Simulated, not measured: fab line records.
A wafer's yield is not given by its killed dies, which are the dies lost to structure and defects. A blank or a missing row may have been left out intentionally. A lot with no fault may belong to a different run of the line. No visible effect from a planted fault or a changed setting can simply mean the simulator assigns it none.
fab line records | flow berkeley-cmos170 | part 2 of 2: steps 30 to 40 of 40
[record] lots = 5 wafers = 15 last-day = 13
route steps=331 shown PFIELD@84 FIELD@89 SACOX@97 SCREENOX@100 NVT@104 PVT@115
lots with no fault: from the same line, run without faults
start-h: the number of hours between the record's first day and the start of the first shown wafer of the lot | wait-h: hours from the lot's prior step to this one | " identical to the entry in the row above | L1.1+2: one row covering several wafers at once | - no value present, or no start provided | * or withheld: withheld | < > ~ a bound
route shown NAME@n: names a module that has steps shown in the file, with the first one's number in the route | usual: mean/standard deviation of fault-free wafers | same: alike in all rows | chamber/n: place in a boat | sites: readings site by site | _std_site: their standard deviation | _edge_site: outer sites' mean less inner sites' | radius-mm: for every site, how far away it sits from the centre of the wafer | mask NAME#n: copy n | behind: the last tool/chamber to shape the wafer | hold: reason for holding the lot/hours on hold/outcome of the hold | device: the transistor (n, p or np) that didn't switch | end of line: the tests these same wafers got at the end of their route | a step given without rows: its recipe and nothing more | killed: not the wafer's yield, but the dies lost to structure and defects at the first sort | map: shows each die of a wafer: x if killed, . if not, _ if none is there
set.NAME: the setting that was run; set.NAME@STEP: the one run at that earlier step | model.NAME: the simulator's own value behind a step, which no gauge read
certain route steps with their lots: each step a table, each wafer a row
services: a tool's chamber out of use, with start hour (start-h, from the record's first day; less than 0 if before it), hours out, and reason
[[steps]]
[step UCB170_NVT_TW_MEAS_09]
[usual] NVT_TW = 530/7.3
// columns lot.wafer tool chamber start-h wait-h NVT_TW
L076.1 film-metro-01 - 156.34 0.1 521
L076.4 " - " " 518
L076.6 " - " " 520
L082.1 film-metro-03 - 176.52 0.1 527
L082.4 " - " " 530
L082.6 " - " " 530
L083.1 film-metro-03 - 199.84 0.1 531
L083.2 " - " " 529
L083.4 " - " " 531
L093.2 film-metro-03 - 218.98 0.1 530
L093.4 " - " " 530
L093.6 " - " " 530
L095.2 film-metro-01 - 239.69 0.1 520
L095.3 " - " " 518
L095.6 " - " " 520
[step UCB170_NVT_CLEAN_10]
[recipe] chemistry = SPM temp-c = 120 time-s = 600
// columns lot.wafer tool chamber start-h wait-h
L076.1+4+6 wet-bench-01 1 156.54 0.2
L082.1+4+6 wet-bench-01 0 177.42 0.9
L083.1+2+4 wet-bench-01 1 199.90 0.1
L093.2+4+6 wet-bench-01 3 219.03 0.0
L095.2+3+6 wet-bench-01 2 239.87 0.2
[step UCB170_PVT_HMDS_00]
[recipe] prime-time-s = 60 prime-temp-c = 100
[usual] prime-temp-c = 99.97/0.12
// columns lot.wafer tool chamber start-h wait-h prime-temp-c
L076.1 litho-track-01 0 156.82 0.1 100.17
L076.4 " 0 " " 100.03
L076.6 " 0 " " 99.96
L082.1 litho-track-01 0 177.60 0.0 99.80
L082.4 " 0 " " 99.70
L082.6 " 0 " " 99.86
L083.1 litho-track-01 0 201.32 1.2 100.01
L083.2 " 0 " " 99.97
L083.4 " 0 " " 99.91
L093.2 litho-track-03 0 220.07 0.8 99.93
L093.4 " 0 " " 99.73
L093.6 " 0 " " 99.91
L095.2 litho-track-01 0 240.19 0.1 100.02
L095.3 " 0 " " 99.88
L095.6 " 0 " " 100.14
[step UCB170_PVT_COAT_01]
[recipe] resist = KrF spin-rpm = 1500 resist-thk-nm = 900
[usual] spin-speed-rpm = 1500.0/1
// columns lot.wafer tool chamber start-h wait-h spin-speed-rpm
L076.1 litho-track-01 0 156.97 0.1 1500.2
L076.4 " 0 " " 1499.3
L076.6 " 0 " " 1498.4
L082.1 litho-track-01 0 177.75 0.1 1499.2
L082.4 " 0 " " 1500.2
L082.6 " 0 " " 1499.9
L083.1 litho-track-01 0 201.47 0.1 1502.6
L083.2 " 0 " " 1500.9
L083.4 " 0 " " 1500.6
L093.2 litho-track-03 0 220.22 0.1 1497.7
L093.4 " 0 " " 1499.5
L093.6 " 0 " " 1500.2
L095.2 litho-track-01 0 240.34 0.1 1500.4
L095.3 " 0 " " 1500.6
L095.6 " 0 " " 1500.7
[step UCB170_PVT_SOFTBAKE_02]
[recipe] resist = KrF temp-c = 130 time-s = 60
// columns lot.wafer tool chamber start-h wait-h
L076.1+4+6 litho-track-01 0 157.12 0.1
L082.1+4+6 litho-track-01 0 177.90 0.1
L083.1+2+4 litho-track-01 0 201.62 0.1
L093.2+4+6 litho-track-03 0 220.37 0.1
L095.2+3+6 litho-track-01 0 240.49 0.1
[step UCB170_PVT_EXPOSE_03]
[recipe] mask-id = NWELL target-cd-nm = 3000 na = 0.5 sigma-outer = 0.6 source-shape = conventional dose-mj = 30
[same] sigma-outer = 0.6
// columns lot.wafer tool chamber start-h wait-h mask
L076.1+4+6 krf-scanner-01 0 157.27 0.1 NWELL#0
L082.1+4+6 krf-scanner-01 0 178.16 0.2 NWELL#0
L083.1+2+4 krf-scanner-02 0 - - NWELL#0
L093.2+4+6 krf-scanner-02 0 - - NWELL#0
L095.2+3+6 krf-scanner-02 0 240.67 0.1 NWELL#0
[step UCB170_PVT_PEB_04]
[recipe] peb-temp-c = 130 peb-time-s = withheld resist = KrF
// columns lot.wafer tool chamber start-h wait-h
L076.1+4+6 litho-track-02 0 157.40 0.1
L082.1+4+6 litho-track-02 0 178.95 0.8
L083.1+2+4 litho-track-02 0 - -
L093.2+4+6 litho-track-01 0 - -
L095.2+3+6 litho-track-03 0 241.05 0.4
[step UCB170_PVT_DEVELOP_05]
[recipe] developer = TMAH develop-time-s = 45 resist = KrF dev-temp-c = 21
[usual] developer-temp-C = 20.98/0.11
[same] develop-time-s = 45
// columns lot.wafer tool chamber start-h wait-h developer-temp-C
L076.1 litho-track-02 0 - - 20.96
L076.4 " 0 " " 20.93
L076.6 " 0 " " 20.89
L082.1 litho-track-02 0 - - 20.93
L082.4 " 0 " " 20.90
L082.6 " 0 " " 20.98
L083.1 litho-track-02 0 - - 21.25
L083.2 " 0 " " 20.90
L083.4 " 0 " " 21.06
L093.2 litho-track-01 0 - - 21.04
L093.4 " 0 " " 21.07
L093.6 " 0 " " 20.90
L095.2 litho-track-03 0 - - 20.79
L095.3 " 0 " " 20.98
L095.6 " 0 " " 21.18
[step UCB170_PVT_OVL_MEAS_06]
[usual] PVT_OVL = -2/6.2
// columns lot.wafer tool chamber start-h wait-h PVT_OVL[nm]
L076.1 overlay-01 - 157.67 - -3
L076.4 " - " " -2
L076.6 " - " " 0
L082.1 overlay-02 - 179.22 - 9
L082.4 " - " " 3
L082.6 " - " " 4
L083.1 overlay-01 - 203.35 - -14
L083.2 " - " " -8
L083.4 " - " " -8
L093.2 overlay-02 - 222.14 - -6
L093.4 " - " " -3
L093.6 " - " " -6
L095.2 overlay-01 - 241.31 - -3
L095.3 " - " " -2
L095.6 " - " " -10
[step UCB170_PVT_IMPLANT_07]
[recipe] species = P dose-cm2 = 1.957e+12 energy-kev = 30 tilt-deg = 7
[usual] dose-ions-cm2 = 1.9568e+12/2.3e+09 faraday-current-uA = 6.21/0.12
[same] implant-ion-amu = 31
// columns lot.wafer tool chamber start-h wait-h dose-ions-cm2 faraday-current-uA
L076.1 implanter-03 0 157.71 0.0 1.9607e+12 6.11
L076.4 " 0 " " 1.9551e+12 6.43
L076.6 " 0 " " 1.9594e+12 6.37
L082.1 implanter-03 0 179.41 0.2 1.9537e+12 6.12
L082.4 " 0 " " 1.9567e+12 6.22
L082.6 " 0 " " 1.957e+12 6.45
L083.1 implanter-02 0 203.39 0.0 1.9552e+12 6.36
L083.2 " 0 " " 1.9559e+12 6.02
L083.4 " 0 " " 1.9539e+12 6.06
L093.2 implanter-02 0 222.20 0.0 1.9575e+12 6.37
L093.4 " 0 " " 1.9558e+12 6.16
L093.6 " 0 " " 1.9588e+12 6.30
L095.2 implanter-03 0 241.36 0.0 1.9543e+12 6.44
L095.3 " 0 " " 1.9564e+12 6.03
L095.6 " 0 " " 1.9567e+12 6.30
[step UCB170_PVT_STRIP_08]
[recipe] chemistry = O2 power-w = 400 pressure-mtorr = 3500 platen-temp-c = withheld o2-flow-sccm = 400 overash-fraction = 0.5
[usual] drypump-motor-current-A = 5.8/0.36 oes-product-au = 0.734/0.0047 strip-time-to-endpoint-s = 21.64/0.065
// columns lot.wafer tool chamber start-h wait-h drypump-motor-current-A oes-product-au rf-hours-counter-h strip-time-to-endpoint-s
L076.1 plasma-asher-03 0 157.86 0.1 6.3 0.736 41 21.55
L076.4 " 0 " " 6.3 0.730 - 21.64
L076.6 " 0 " " 6.3 0.725 - 21.67
L082.1 plasma-asher-01 0 179.56 0.1 5.2 0.725 43 21.49
L082.4 " 0 " " 5.2 0.729 - 21.51
L082.6 " 1 " " 5.7 0.737 - 21.55
L083.1 plasma-asher-01 1 203.54 0.1 5.7 0.743 46 21.58
L083.2 " 0 " " 5.2 0.730 46 21.62
L083.4 " 1 " " 5.7 0.728 - 21.65
L093.2 plasma-asher-03 0 222.32 0.1 6.3 0.732 49 21.64
L093.4 " 1 " " 5.6 0.734 - 21.63
L093.6 " 0 " " 6.3 0.732 - 21.69
L095.2 plasma-asher-01 1 241.49 0.1 5.7 0.733 52 21.66
L095.3 " 1 " " 5.7 0.737 - 21.69
L095.6 " 0 " " 5.2 0.741 - 21.54
[[services]]
// columns tool chamber start-h hours kind
plasma-asher-02 - 108.75 9.0 pm
implanter-02 - 122.81 6.0 pm
implanter-01 - 124.20 1.0 repair
plasma-asher-04 - 125.88 3.4 repair
krf-scanner-02 - 128.82 3.0 pm
krf-scanner-01 - 134.11 0.8 pm
krf-scanner-01 - 136.37 1.3 pm
implanter-02 - 141.97 46.3 repair
implanter-04 - 144.71 2.9 repair
implanter-04 - 151.06 0.6 repair
krf-scanner-01 - 164.40 0.8 repair
implanter-04 - 168.75 22.8 pm
implanter-01 - 172.98 2.2 repair
furnace-04 - 179.19 4.7 pm
furnace-02 - 179.25 4.2 pm
plasma-asher-04 - 179.30 36.0 repair
krf-scanner-02 - 179.79 0.8 pm
plasma-asher-03 - 185.98 2.8 pm
implanter-03 - 188.28 2.5 pm
krf-scanner-02 - 191.57 1.0 pm
krf-scanner-02 - 194.76 1.1 repair
implanter-02 - 205.01 3.5 repair
implanter-02 - 238.61 7.0 repair
implanter-02 - 239.46 7.9 repair
